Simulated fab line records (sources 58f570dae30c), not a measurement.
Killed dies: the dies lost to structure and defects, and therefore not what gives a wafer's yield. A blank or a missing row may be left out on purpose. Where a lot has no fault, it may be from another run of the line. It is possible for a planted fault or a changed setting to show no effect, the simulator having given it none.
2 desks looking at one fault    flow berkeleyCmos170    each desk has only its own numbers; what lay behind them comes last

## TOOL OWNER'S DESK, plasmaAsher-01
The tool's own readings at UCB170_ACTIVE_STRIP_16 (strips in O2): means of the sampled wafers that have a number, for each lot that ran on this tool. Any lot whose mean is over 4 standard deviations away from the usual mean is out of limits and marked OUT; that distance is given in the brackets.
Columns: A = drypumpMotorCurrentA at UCB170_ACTIVE_STRIP_16, usual 5.6 A; B = oesProductAu at UCB170_ACTIVE_STRIP_16, usual 0.721 a.u.; C = stripTimeToEndpointS at UCB170_ACTIVE_STRIP_16, usual 18.12 s
lot   first seen here  A    B      C
L231  day 4 09:50      5.6  0.720  18.15
L234  day 5 00:27      5.4  0.721  18.05
L236  day 5 06:38      5.4  0.721  18.21
L237  day 5 18:11      5.4  0.724  18.00
L238  day 5 18:26      5.4  0.725  17.86
Finding of this desk: none of the 5 lots has anything out of limits.

## FROM THE METROLOGY DESK
What the gauges read, lot by lot, whatever tool the lot ran on: means of the sampled wafers that have a number. Any lot whose mean is over 4 standard deviations away from the usual mean is out of limits and marked OUT; that distance is given in the brackets.
Columns: A = PWELL_OXIDE_THK at UCB170_PWELL_THK_MEAS_03, usual 26.1 nm; B = V2_BOW at UCB170_V2_BOW_MEAS_03, usual 35 um
lot   first seen here  A     B
L230  day 2 14:49      25.3  32
L231  day 2 22:18      26.1  31
L232  day 3 02:49      25.6  39
L233  day 3 08:55      26.2  24
L234  day 3 13:08      26.3  43
L236  day 3 20:29      26.2  40
L235  day 3 20:29      25.2  40
L238  day 4 09:07      26.3  38
L237  day 4 09:07      26.1  30
L240  day 4 20:26      26.1  47
L251  day 7 00:08      26.1  32
L249  day 7 00:09      25.0  38
L253  day 7 07:00      25.7  35
Finding of this desk: none of the 13 lots has anything out of limits.

## BROUGHT TOGETHER
The tool owner's desk saw nothing out of limits.
At the metrology desk, nothing out of limits was observed.

## WHAT WAS PUT IN BY THE SIMULATOR
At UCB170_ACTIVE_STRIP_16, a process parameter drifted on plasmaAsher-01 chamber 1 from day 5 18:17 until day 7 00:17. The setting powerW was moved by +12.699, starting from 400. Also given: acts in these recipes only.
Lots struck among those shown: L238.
